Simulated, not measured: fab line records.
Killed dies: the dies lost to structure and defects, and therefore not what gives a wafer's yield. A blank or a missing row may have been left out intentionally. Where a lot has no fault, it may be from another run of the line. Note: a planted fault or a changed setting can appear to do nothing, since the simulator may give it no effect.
fab line records | flow ritCmos
record: lots: 5 | wafers: 27
route steps=202 shown M1@184
startH: hours from the record's opening day to when the first of the lot's shown wafers began | waitH: hours elapsed since this lot's preceding step | " the same as in the row above | L1.1+2: a row that stands for several wafers | - value missing, or start not given | * or withheld: withheld | < > ~ a bound
route shown NAME@n: a module of which the file shows steps, and the number in the route of the first | usual: the fault-free wafers' mean and standard deviation | same: alike in all rows | chamber/n: place in a boat | sites: the reading at each site | _std_site: their standard deviation | _edge_site: inner sites' mean taken away from outer sites' mean | radiusMm: how far each site lies from the wafer's centre | mask NAME#n: copy n | behind: the tool/chamber that last shaped the wafer | hold: what put the lot on hold/how long, in hours/how the hold closed | device: which transistor (n, p or np) failed to switch | end of line: the same wafers' tests at the end of the route | a step with no rows: only its recipe | killed: at the first sort, the dies lost to defects and structure; wafer yield is something else | map: a wafer's dies, x killed, . not, _ none there
set.NAME: the setting as run; set.NAME@STEP: as run at that earlier step | model.NAME: the simulator's own value behind a step, which no gauge read
lots run with intentionally changed settings; tables by step, rows by wafer
== steps ==
step: RIT_M1_SPUTTER_00
recipe: material: Al | targetThkNm: 400 | powerW: 2000 | chamberPressurePa: 0.4 | gas: Ar | timeS: 500 | substrateTempC: 25
lot.wafer | tool          | chamber | startH | waitH | set.timeS | model.Al_of_M1_SPUTTER_00.thkNm
L074.1    | pvdSputter-04 | -       | 55.49  | 0.0   | 500       | 396.7
L074.2    | "             | -       | "      | "     | 500       | 396.2
L074.3    | "             | -       | "      | "     | 745.2     | 595.5
L074.4    | "             | -       | "      | "     | 745.2     | 595.1
L074.5    | "             | -       | "      | "     | 500       | 396.5
L074.6    | "             | -       | "      | "     | 745.2     | 596.6
L078.1    | pvdSputter-04 | -       | 78.27  | 0.0   | 500       | 397.3
L078.2    | "             | -       | "      | "     | 500       | 393.6
L078.3    | "             | -       | "      | "     | 500       | 398.6
L078.4    | "             | -       | "      | "     | 500       | 395.6
L078.5    | "             | -       | "      | "     | 500       | 397.4
L078.6    | "             | -       | "      | "     | 500       | 394.5
L080.3    | pvdSputter-04 | -       | 87.25  | 0.0   | 500       | 404.6
L080.4    | "             | -       | "      | "     | 500       | 405.9
L080.5    | "             | -       | "      | "     | 500       | 405.3
L083.1    | pvdSputter-01 | -       | 103.49 | 0.0   | 500       | 405.4
L083.2    | "             | -       | "      | "     | 346.9     | 283.3
L083.3    | "             | -       | "      | "     | 500       | 402.8
L083.4    | "             | -       | "      | "     | 346.9     | 279.9
L083.5    | "             | -       | "      | "     | 346.9     | 284.7
L083.6    | "             | -       | "      | "     | 500       | 400.9
L085.1+5  | pvdSputter-01 | -       | 112.53 | 0.0   | 338.1     | 276.1
L085.2    | "             | -       | "      | "     | 500       | 404.3
L085.3    | "             | -       | "      | "     | 500       | 401
L085.4    | "             | -       | "      | "     | 500       | 408.7
L085.6    | "             | -       | "      | "     | 338.1     | 272.4
step: RIT_M1_RS_MEAS_01
recipe: thkMeasGauge: four-point-probe | reads: Al_of_M1_SPUTTER_00
usual: M1_AL_RS: 0.0732/0.00072
lot.wafer | tool         | chamber | startH | waitH | set.timeS@M1_SPUTTER_00 | M1_AL_RS[ohm/sq]
L074.1    | filmMetro-03 | -       | 55.78  | 0.1   | 500                     | 0.0742
L074.2    | "            | -       | "      | "     | 500                     | 0.0740
L074.3    | "            | -       | "      | "     | 745.2                   | 0.0491
L074.4    | "            | -       | "      | "     | 745.2                   | 0.0491
L074.5    | "            | -       | "      | "     | 500                     | 0.0741
L074.6    | "            | -       | "      | "     | 745.2                   | 0.0489
L078.1    | filmMetro-01 | -       | 78.57  | 0.1   | 500                     | 0.0740
L078.2    | "            | -       | "      | "     | 500                     | 0.0746
L078.3    | "            | -       | "      | "     | 500                     | 0.0736
L078.4    | "            | -       | "      | "     | 500                     | 0.0742
L078.5    | "            | -       | "      | "     | 500                     | 0.0738
L078.6    | "            | -       | "      | "     | 500                     | 0.0744
L080.3    | filmMetro-01 | -       | 87.58  | 0.2   | 500                     | 0.0726
L080.4    | "            | -       | "      | "     | 500                     | 0.0725
L080.5    | "            | -       | "      | "     | 500                     | 0.0724
L083.1    | filmMetro-02 | -       | 103.78 | 0.1   | 500                     | 0.0726
L083.2    | "            | -       | "      | "     | 346.9                   | 0.1048
L083.3    | "            | -       | "      | "     | 500                     | 0.0731
L083.4    | "            | -       | "      | "     | 346.9                   | 0.1062
L083.5    | "            | -       | "      | "     | 346.9                   | 0.1044
L083.6    | "            | -       | "      | "     | 500                     | 0.0733
L085.1    | filmMetro-01 | -       | 112.82 | 0.1   | 338.1                   | 0.1076
L085.2    | "            | -       | "      | "     | 500                     | 0.0726
L085.3    | "            | -       | "      | "     | 500                     | 0.0732
L085.4    | "            | -       | "      | "     | 500                     | 0.0718
L085.5    | "            | -       | "      | "     | 338.1                   | 0.1077
L085.6    | "            | -       | "      | "     | 338.1                   | 0.1091
step: RIT_M1_THK_MEAS_02
recipe: thkMeasGauge: xrf | reads: Al_of_M1_SPUTTER_00
usual: M1_AL_THK: 396/3.8
lot.wafer | tool         | chamber | startH | waitH | set.timeS@M1_SPUTTER_00 | M1_AL_THK[nm]
L074.1    | filmMetro-03 | -       | 55.90  | 0.1   | 500                     | 391
L074.2    | "            | -       | "      | "     | 500                     | 391
L074.3    | "            | -       | "      | "     | 745.2                   | 589
L074.4    | "            | -       | "      | "     | 745.2                   | 589
L074.5    | "            | -       | "      | "     | 500                     | 392
L074.6    | "            | -       | "      | "     | 745.2                   | 590
L078.1    | filmMetro-01 | -       | 78.69  | 0.1   | 500                     | 393
L078.2    | "            | -       | "      | "     | 500                     | 391
L078.3    | "            | -       | "      | "     | 500                     | 395
L078.4    | "            | -       | "      | "     | 500                     | 393
L078.5    | "            | -       | "      | "     | 500                     | 393
L078.6    | "            | -       | "      | "     | 500                     | 389
L080.3    | filmMetro-01 | -       | 87.68  | 0.1   | 500                     | 403
L080.4    | "            | -       | "      | "     | 500                     | 400
L080.5    | "            | -       | "      | "     | 500                     | 403
L083.1    | filmMetro-02 | -       | 103.90 | 0.1   | 500                     | 396
L083.2    | "            | -       | "      | "     | 346.9                   | 281
L083.3    | "            | -       | "      | "     | 500                     | 398
L083.4    | "            | -       | "      | "     | 346.9                   | 275
L083.5    | "            | -       | "      | "     | 346.9                   | 281
L083.6    | "            | -       | "      | "     | 500                     | 394
L085.1    | filmMetro-01 | -       | 112.94 | 0.1   | 338.1                   | 273
L085.2    | "            | -       | "      | "     | 500                     | 399
L085.3    | "            | -       | "      | "     | 500                     | 394
L085.4    | "            | -       | "      | "     | 500                     | 401
L085.5    | "            | -       | "      | "     | 338.1                   | 271
L085.6    | "            | -       | "      | "     | 338.1                   | 268
step: RIT_M1_HMDS_03
recipe: primeTimeS: 60 | primeTempC: 140
step: RIT_M1_COAT_04
recipe: resist: NOVOLAK | spinRpm: 2000 | resistThkNm: 1287
step: RIT_M1_HARDBAKE_11
recipe: resist: NOVOLAK | tempC: 140 | timeS: 120
step: RIT_M1_METAL_ETCH_12
recipe: stopOn: SiO2 | chemistry: Cl2/BCl3 | target: Al | timeS: 165 | overEtchFrac: 0.5 | pressureMtorr: 100 | targetDepthA: 6000 | rfW: 250 | Cl2_flow_sccm: 60 | bcl3FlowSccm: 50
usual: oesProductAu: 0.773/0.014
lot.wafer | tool        | chamber | startH | waitH | set.timeS@M1_SPUTTER_00 | oesProductAu
L074.1    | rieMetal-01 | 1       | 57.25  | 0.2   | 500                     | 0.763
L074.2    | "           | 0       | "      | "     | 500                     | 0.752
L074.3    | "           | 0       | "      | "     | 745.2                   | 0.948
L074.4    | "           | 1       | "      | "     | 745.2                   | 0.966
L074.5    | "           | 1       | "      | "     | 500                     | 0.775
L074.6    | "           | 0       | "      | "     | 745.2                   | 0.943
L078.1    | rieMetal-03 | 0       | 80.16  | 0.2   | 500                     | 0.771
L078.2    | "           | 1       | "      | "     | 500                     | 0.749
L078.3    | "           | 1       | "      | "     | 500                     | 0.766
L078.4    | "           | 0       | "      | "     | 500                     | 0.776
L078.5    | "           | 0       | "      | "     | 500                     | 0.775
L078.6    | "           | 1       | "      | "     | 500                     | 0.757
L080.3    | rieMetal-04 | 0       | 89.06  | 0.2   | 500                     | 0.798
L080.4    | "           | 1       | "      | "     | 500                     | 0.795
L080.5    | "           | 0       | "      | "     | 500                     | 0.788
L083.1    | rieMetal-04 | 1       | 105.37 | 0.2   | 500                     | 0.796
L083.2    | "           | 0       | "      | "     | 346.9                   | 0.647
L083.3    | "           | 1       | "      | "     | 500                     | 0.801
L083.4    | "           | 0       | "      | "     | 346.9                   | 0.643
L083.5    | "           | 1       | "      | "     | 346.9                   | 0.659
L083.6    | "           | 0       | "      | "     | 500                     | 0.785
L085.1    | rieMetal-01 | 0       | 114.41 | 0.2   | 338.1                   | 0.622
L085.2    | "           | 1       | "      | "     | 500                     | 0.783
L085.3    | "           | 0       | "      | "     | 500                     | 0.754
L085.4    | "           | 1       | "      | "     | 500                     | 0.784
L085.5    | "           | 1       | "      | "     | 338.1                   | 0.639
L085.6    | "           | 0       | "      | "     | 338.1                   | 0.618
== key ==
split: step: RIT_M1_SPUTTER_00 | setting: timeS | stated: 500 | by: wafer
response: step: RIT_M1_SPUTTER_00 | reading: model.Al_of_M1_SPUTTER_00.thkNm | change: +4.02 | per: 1% | r: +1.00
response: step: RIT_M1_RS_MEAS_01 | reading: M1_AL_RS | change: -0.000767 | per: 1% | r: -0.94
response: step: RIT_M1_THK_MEAS_02 | reading: M1_AL_THK | change: +3.96 | per: 1% | r: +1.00
response: step: RIT_M1_METAL_ETCH_12 | reading: oesProductAu | change: +0.0042 | per: 1% | r: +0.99
